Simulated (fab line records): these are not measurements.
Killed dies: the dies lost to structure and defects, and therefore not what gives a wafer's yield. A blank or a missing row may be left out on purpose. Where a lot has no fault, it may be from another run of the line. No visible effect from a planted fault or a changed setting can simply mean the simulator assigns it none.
fab line records + flow ritCmos
[record]
- lots = 13
- wafers = 39
- lastDay = 7
route steps=202 shown GATE@89 M1@202
lots with no fault: from the same line, run without faults
startH: start of the lot's first displayed wafer, in hours after the record's first day + waitH: hours elapsed since this lot's preceding step + " identical to the entry in the row above + L1.1+2: a single row standing in for several wafers + - no value, or no start was given + * or withheld: withheld + < > ~ a bound
route shown NAME@n: NAME is a module with steps in the file, n the number in the route of the first one + usual: the fault-free wafers' mean and standard deviation + same: alike in all rows + chamber/n: place in a boat + sites: readings site by site + _std_site: how widely they spread, as a standard deviation + _edge_site: outer sites' mean less inner sites' + radiusMm: for every site, how far away it sits from the centre of the wafer + mask NAME#n: copy n + behind: the last tool/chamber to shape the wafer + hold: cause of the lot's hold/its duration in hours/its outcome + device: the transistor (n, p or np) that didn't switch + end of line: the same wafers' tests at the end of the route + a step given without rows: its recipe and nothing more + killed: count of dies lost to structure and defects at first sort (not the wafer's yield) + map: a wafer's dies, x killed, . not, _ none there
set.NAME: the run value of the setting; set.NAME@STEP: its run value at that earlier step + model.NAME: the simulator's own value behind a step, which no gauge read
a sample of lots followed through the steps of the route, with each step as a table and each wafer as a row
services: when a tool's chamber went out of use (startH, in hours from the record's first day, below 0 if earlier), for how many hours, and the reason
[[steps]]
[step RIT_GATE_EXPOSE_13]
[recipe]
- maskId = M6
- na = 0.6
- sourceShape = conventional
- sigmaOuter = 0.6
- targetCdNm = 150
- doseMj = 380
[usual]
- exposureDoseMJCm2 = 380.0/0.36
| lot.wafer | tool            | chamber | startH | waitH | mask | exposureDoseMJCm2 |
|-----------|-----------------|---------|--------|-------|------|-------------------|
| L159.1    | ilineStepper-02 | 0       | 37.52  | 0.1   | M6#0 | 380.2             |
| L159.4    | "               | 0       | "      | "     | M6#0 | 380.4             |
| L159.6    | "               | 0       | "      | "     | M6#0 | 380.4             |
| L160.2    | ilineStepper-01 | 0       | 44.24  | 0.2   | M6#0 | 380.2             |
| L160.4    | "               | 0       | "      | "     | M6#0 | 380.3             |
| L160.6    | "               | 0       | "      | "     | M6#0 | 380.3             |
| L161.1    | ilineStepper-01 | 0       | 47.80  | 0.1   | M6#0 | 380.0             |
| L161.5    | "               | 0       | "      | "     | M6#0 | 380.2             |
| L161.6    | "               | 0       | "      | "     | M6#0 | 380.3             |
| L162.2    | ilineStepper-02 | 0       | 52.99  | 0.2   | M6#0 | 380.3             |
| L162.3    | "               | 0       | "      | "     | M6#0 | 380.3             |
| L162.6    | "               | 0       | "      | "     | M6#0 | 380.1             |
| L163.1    | ilineStepper-01 | 0       | 62.48  | 0.3   | M6#0 | 379.6             |
| L163.2    | "               | 0       | "      | "     | M6#0 | 379.7             |
| L163.6    | "               | 0       | "      | "     | M6#0 | 379.5             |
| L164.2    | ilineStepper-01 | 0       | 63.90  | 0.1   | M6#0 | 386.7             |
| L164.5    | "               | 0       | "      | "     | M6#0 | 387.0             |
| L164.6    | "               | 0       | "      | "     | M6#0 | 386.9             |
| L165.1    | ilineStepper-01 | 0       | 67.45  | 0.2   | M6#0 | 385.3             |
| L165.3    | "               | 0       | "      | "     | M6#0 | 385.4             |
| L165.6    | "               | 0       | "      | "     | M6#0 | 384.7             |
| L166.1    | ilineStepper-01 | 0       | 73.85  | 0.1   | M6#0 | 384.3             |
| L166.4    | "               | 0       | "      | "     | M6#0 | 383.8             |
| L166.5    | "               | 0       | "      | "     | M6#0 | 384.2             |
| L167.3    | ilineStepper-01 | 0       | 80.67  | 0.1   | M6#0 | 382.5             |
| L167.4    | "               | 0       | "      | "     | M6#0 | 383.3             |
| L167.5    | "               | 0       | "      | "     | M6#0 | 383.3             |
| L170.1    | ilineStepper-02 | 0       | 100.41 | 0.1   | M6#0 | 380.6             |
| L170.4    | "               | 0       | "      | "     | M6#0 | 380.4             |
| L170.5    | "               | 0       | "      | "     | M6#0 | 380.5             |
| L174.3    | ilineStepper-02 | 0       | 122.32 | 0.2   | M6#0 | 379.6             |
| L174.4    | "               | 0       | "      | "     | M6#0 | 379.7             |
| L174.5    | "               | 0       | "      | "     | M6#0 | 379.6             |
| L177.1    | ilineStepper-02 | 0       | 128.62 | 0.2   | M6#0 | 379.6             |
| L177.3    | "               | 0       | "      | "     | M6#0 | 379.7             |
| L177.5    | "               | 0       | "      | "     | M6#0 | 379.6             |
| L178.3    | ilineStepper-02 | 0       | 137.66 | 0.2   | M6#0 | 379.5             |
| L178.5    | "               | 0       | "      | "     | M6#0 | 379.6             |
| L178.6    | "               | 0       | "      | "     | M6#0 | 379.5             |
[step RIT_GATE_CD_MEAS_16]
[recipe]
- targetCdNm = 150
[usual]
- cdNm = 149.3/2.2
| lot.wafer | tool     | chamber | startH | waitH | hold                    | cdNm  |
|-----------|----------|---------|--------|-------|-------------------------|-------|
| L159.1    | cdSem-02 | -       | 37.92  | -     | -                       | 149.8 |
| L159.4    | "        | -       | "      | "     | -                       | 149.4 |
| L159.6    | "        | -       | "      | "     | -                       | 147.5 |
| L160.2    | cdSem-02 | -       | 44.64  | -     | -                       | 146.4 |
| L160.4    | "        | -       | "      | "     | -                       | 148.6 |
| L160.6    | "        | -       | "      | "     | -                       | 145.2 |
| L161.1    | cdSem-02 | -       | 48.20  | -     | -                       | 147.5 |
| L161.5    | "        | -       | "      | "     | -                       | 145.7 |
| L161.6    | "        | -       | "      | "     | -                       | 145.2 |
| L162.2    | cdSem-02 | -       | 53.39  | -     | -                       | 152.0 |
| L162.3    | "        | -       | "      | "     | -                       | 151.6 |
| L162.6    | "        | -       | "      | "     | -                       | 150.5 |
| L163.1    | cdSem-02 | -       | 62.88  | -     | -                       | 149.4 |
| L163.2    | "        | -       | "      | "     | -                       | 152.4 |
| L163.6    | "        | -       | "      | "     | -                       | 152.0 |
| L164.2    | cdSem-01 | -       | 64.30  | -     | awaitDispo/0.2h/release | 141.1 |
| L164.5    | "        | -       | "      | "     | awaitDispo/0.2h/release | 140.2 |
| L164.6    | "        | -       | "      | "     | awaitDispo/0.2h/release | 141.7 |
| L164.2    | cdSem-01 | -       | 64.59  | 0.3   | -                       | 141.4 |
| L164.5    | "        | -       | "      | "     | -                       | 140.2 |
| L164.6    | "        | -       | "      | "     | -                       | 142.1 |
| L165.1    | cdSem-01 | -       | 67.85  | -     | awaitDispo/0.2h/release | 140.6 |
| L165.3    | "        | -       | "      | "     | awaitDispo/0.2h/release | 141.7 |
| L165.6    | "        | -       | "      | "     | awaitDispo/0.2h/release | 141.0 |
| L165.1    | cdSem-01 | -       | 68.13  | 0.3   | -                       | 140.4 |
| L165.3    | "        | -       | "      | "     | -                       | 141.7 |
| L165.6    | "        | -       | "      | "     | -                       | 141.1 |
| L166.1    | cdSem-01 | -       | 74.25  | -     | -                       | 142.8 |
| L166.4    | "        | -       | "      | "     | -                       | 141.8 |
| L166.5    | "        | -       | "      | "     | -                       | 143.2 |
| L167.3    | cdSem-02 | -       | 81.07  | -     | -                       | 146.0 |
| L167.4    | "        | -       | "      | "     | -                       | 144.1 |
| L167.5    | "        | -       | "      | "     | -                       | 144.7 |
| L170.1    | cdSem-02 | -       | 100.81 | -     | -                       | 147.2 |
| L170.4    | "        | -       | "      | "     | -                       | 146.7 |
| L170.5    | "        | -       | "      | "     | -                       | 147.7 |
| L174.3    | cdSem-01 | -       | 122.72 | -     | -                       | 149.8 |
| L174.4    | "        | -       | "      | "     | -                       | 150.5 |
| L174.5    | "        | -       | "      | "     | -                       | 151.2 |
| L177.1    | cdSem-01 | -       | 129.02 | -     | -                       | 149.9 |
| L177.3    | "        | -       | "      | "     | -                       | 149.0 |
| L177.5    | "        | -       | "      | "     | -                       | 149.2 |
| L178.3    | cdSem-01 | -       | 138.06 | -     | -                       | 147.3 |
| L178.5    | "        | -       | "      | "     | -                       | 148.4 |
| L178.6    | "        | -       | "      | "     | -                       | 146.7 |
[step RIT_M1_PROBE_99]
[usual]
- killed_at_M0_to_M3 = 0.0/0.083
- killedAtContacts = 0.1/0.23
- killedAtFrontEnd = 7/3.1
- killedDies = 7/3.1
- killedOpen = 3.3/2
- killedShort = 3.6/1.9
[same]
- grossDies = 264
- killed_at_M4_up = 0
- killedAtBackSide = 0
- killedAtOther = 0
| lot.wafer | tool      | chamber | startH | waitH | killed_at_M0_to_M3 | killedAtContacts | killedAtFrontEnd | killedDies | killedOpen | killedShort |
|-----------|-----------|---------|--------|-------|--------------------|------------------|------------------|------------|------------|-------------|
| L165.1    | prober-02 | -       | 96.22  | 0.1   | 0                  | 0                | 3                | 3          | 2          | 1           |
| L165.3    | prober-02 | -       | 96.32  | 0.2   | 0                  | 0                | 5                | 5          | 2          | 3           |
| L165.6    | prober-02 | -       | 96.47  | 0.2   | 0                  | 0                | 7                | 7          | 3          | 4           |
| L164.2    | prober-01 | -       | 96.83  | 0.1   | 0                  | 1                | 6                | 7          | 2          | 5           |
| L164.5    | prober-01 | -       | 96.98  | 0.2   | 0                  | 0                | 7                | 7          | 2          | 5           |
| L164.6    | prober-01 | -       | 97.03  | 0.2   | 0                  | 0                | 5                | 5          | 2          | 3           |
// killed by level:class
L165.1 ACTIVE:geometricParticle:short=1 GATE:geometricParticle:open=1 REOX:geometricParticle:open=1
L165.3 GATE:geometricParticle:short=3 GATE:geometricParticle:open=1 SILICIDE:geometricParticle:open=1
L165.6 GATE:geometricParticle:open=3 FOX1:geometricParticle:short=1 GATE:geometricParticle:short=1 REOX:geometricParticle:short=1 SILICIDE:geometricParticle:short=1
L164.2 ACTIVE:geometricParticle:short=1 FOX1:geometricParticle:short=1 FOX2:geometricParticle:short=1 REOX:geometricParticle:short=1 SPACER:geometricParticle:open=1 SILICIDE:geometricParticle:short=1 CONTACT:geometricParticle:open=1
L164.5 FOX2:geometricParticle:short=2 SILICIDE:geometricParticle:short=2 FOX1:geometricParticle:open=1 FOX1:geometricParticle:short=1 GATE:geometricParticle:open=1
L164.6 GATE:geometricParticle:short=2 FOX1:geometricParticle:short=1 REOX:geometricParticle:open=1 SILICIDE:geometricParticle:open=1
[[services]]
| tool            | chamber | startH | hours | kind   |
|-----------------|---------|--------|-------|--------|
| ilineStepper-02 | -       | 59.77  | 14.4  | repair |
[[key]]
[firstSign]
- step = RIT_GATE_EXPOSE_13
- reading = exposureDoseMJCm2
- direction = up
- sigmas = 13
- usual = 380.0
- struck = 384.8
[effect]
- step = RIT_GATE_CD_MEAS_16
- reading = visit
- direction = added
- through = controlLoop
metAt RIT_GATE_EXPOSE_13
struckLots L164,L165,L166,L167
testerLeftOut L164,L165,L166,L167
[loopTrim]
- step = RIT_GATE_EXPOSE_13
- setting = dose
- lots = L165,L166,L167
onsetBetween 62.48 63.90
[fault]
- kind = processParameterDrift
- tool = ilineStepper-01
- chamber = -
- onsetH = 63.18
- steps = RIT_GATE_EXPOSE_13
- channel = doseMj
- offset = 6.5864
- shape = step
- actsIn = theseRecipesOnly
- stated = 380
// testerLeftOut: of these lots the tester's yield and bins aren't shown, on N5 and GAA mostly nor the transistor test; their killed dies are dies lost to structure and defects alone, not to doping, threshold or leakage, so they don't give the yield
// loopTrim: a control loop set the setting to another value than it would have without faults
